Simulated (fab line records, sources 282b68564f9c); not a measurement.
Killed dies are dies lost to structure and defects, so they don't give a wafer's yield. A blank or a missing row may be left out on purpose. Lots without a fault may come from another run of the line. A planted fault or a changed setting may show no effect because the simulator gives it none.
A struck lot beside a sound one | flow rit_cmos | 34 steps out of a route of 202
Sound: wafers L646.3, L646.5, L646.6. Struck: wafers L667.2, L667.3, L667.4. The cause comes at the end.
At each step with rows: each side's tool, then ch and its chambers, then its first start. Under that, the readings that differ: sound wafers | struck wafers | difference of the means | sigmas: that difference in standard deviations of wafers without a fault.
alike: readings whose means differ by less than 2 such deviations, and words and numbers that are the same on both sides. not compared: withheld readings, readings that some wafer has no value for, bounds like >300 that may hide the same value, and numbers for which the record gives no deviation and whose values overlap.
The two part at a step that has a row with sigmas, a row that says differs or no value, or rows on one side only. Numbers that don't overlap but have no deviation are shown without sigmas and don't part them. A reading that every wafer of one side lacks parts them only if that side has two wafers or more.

RIT_PLDD_OVL_MEAS_06:
  sound on overlay-02, day 3 01:41; struck on overlay-01, day 7 09:16
  alike: PLDD_OVL
then, 2 steps without rows for these wafers: RIT_PLDD_HARDBAKE_07 (time 60 s); RIT_PLDD_IMPLANT_08.
RIT_PLDD_STRIP_09: strips in O2, time 180 s.
  sound on plasma_asher-01 ch 0,1, day 3 02:04; struck on plasma_asher-02 ch 0,1, day 7 09:36
  alike: drypump_motor_current_A
  not compared: rf_hours_counter_h
RIT_PLDD_TW_MEAS_10:
  sound on film_metro-03, day 3 02:12; struck on film_metro-01, day 7 09:47
  alike: PLDD_TW
then, 4 steps without rows for these wafers: RIT_SPACER_CLEAN_00 (cleans in SC1, time 600 s); RIT_SPACER_CLEAN_01 (cleans in dHF, time 30 s); RIT_SPACER_CLEAN_02 (cleans in SC2, time 600 s); RIT_SPACER_CVD_03 (deposits Si3N4 from SiH2Cl2/NH3, target thk 250 nm, time 3300 s).
RIT_SPACER_THK_MEAS_04:
  sound on film_metro-04, day 3 04:44; struck on film_metro-02, day 7 12:10
  alike: SPACER_NITRIDE_THK
RIT_SPACER_ETCHBACK_05: etches Si3N4 in SF6/CHF3, stops on SiO2, target depth 250 nm, time 240 s.
  sound on rie_diel-01 ch 1,2,3, day 3 04:47; struck on rie_diel-02 ch 0,1,2, day 7 12:13
  alike: drypump_motor_current_A, oes_product_au, throttle_valve_pct
  not compared: rf_hours_counter_h
then, 1 step without rows for these wafers: RIT_NSD_HMDS_00 (prime time 60 s).
RIT_NSD_COAT_01: resist thk 1000 nm.
  sound on litho_track-02 ch 0, day 3 05:08; struck on litho_track-02, day 7 12:32
  no value came back on the struck wafers for chill_plate_temp_C (C), dispense_pressure_kPa (kPa); on the sound wafers chill_plate_temp_C (C) reads 22.92 22.94 22.97
then, 4 steps without rows for these wafers: RIT_NSD_SOFTBAKE_02 (time 60 s); RIT_NSD_EXPOSE_03 (exposes mask M9, target cd 40700 nm); RIT_NSD_PEB_04; RIT_NSD_DEVELOP_05 (develop time 50 s).
RIT_NSD_OVL_MEAS_06:
  sound on overlay-01, day 3 05:55; struck on overlay-02, day 7 13:13
  reading      | sound         | struck | difference                    | sigmas
  NSD_OVL (nm) | 0.1 -0.6 -0.2 | - - -  | no value on the struck wafers |
then, 2 steps without rows for these wafers: RIT_NSD_HARDBAKE_07 (time 60 s); RIT_NSD_IMPLANT_08.
RIT_NSD_STRIP_09: strips in O2, time 180 s.
  sound on plasma_asher-03 ch 0,1, day 3 06:18; struck on plasma_asher-04 ch 0,1, day 7 13:33
  alike: drypump_motor_current_A
  not compared: rf_hours_counter_h
RIT_NSD_TW_MEAS_10:
  sound on film_metro-01, day 3 06:26; struck on film_metro-03, day 7 13:44
  alike: NSD_TW
then, 6 steps without rows for these wafers: RIT_PSD_HMDS_00 (prime time 60 s); RIT_PSD_COAT_01 (resist thk 1000 nm); RIT_PSD_SOFTBAKE_02 (time 60 s); RIT_PSD_EXPOSE_03 (exposes mask M10, target cd 40900 nm); RIT_PSD_PEB_04; RIT_PSD_DEVELOP_05 (develop time 50 s).
RIT_PSD_OVL_MEAS_06:
  sound on overlay-01, day 3 07:20; struck on overlay-01, day 7 14:38
  alike: PSD_OVL
then, 2 steps without rows for these wafers: RIT_PSD_HARDBAKE_07 (time 60 s); RIT_PSD_IMPLANT_08.
RIT_PSD_STRIP_09: strips in O2, time 180 s.
  sound on plasma_asher-02 ch 0,1, day 3 07:43; struck on plasma_asher-04 ch 0,1, day 7 14:58
  alike: drypump_motor_current_A
  not compared: rf_hours_counter_h
RIT_PSD_TW_MEAS_10:
  sound on film_metro-04, day 3 07:52; struck on film_metro-04, day 7 15:23
  reading | sound          | struck         | difference | sigmas
  PSD_TW  | 3495 3476 3480 | 3645 3657 3639 | +163       | +7
  not compared: hold
RIT_M1_PROBE_99:
  sound on prober-01, day 3 15:48; struck on prober-02, day 8 00:50
  reading             | sound | struck                                                               | difference                   | sigmas
  hold                | - - - | await_dispo/3.5h/scrap await_dispo/3.5h/scrap await_dispo/3.5h/scrap | no value on the sound wafers |
  killed_at_front_end | 7 8 5 | 264 264 264                                                          | +257                         | +86
  killed_dies         | 7 8 5 | 264 264 264                                                          | +257                         | +86
  killed_on_rim       | 0 2 2 | 70 70 70                                                             | +69                          | +46
  alike: killed_at_contacts, killed_open, killed_short

WHERE THEY PART
First at RIT_NSD_COAT_01; last, within this record, at RIT_M1_PROBE_99.

WHY: what the simulator had put in
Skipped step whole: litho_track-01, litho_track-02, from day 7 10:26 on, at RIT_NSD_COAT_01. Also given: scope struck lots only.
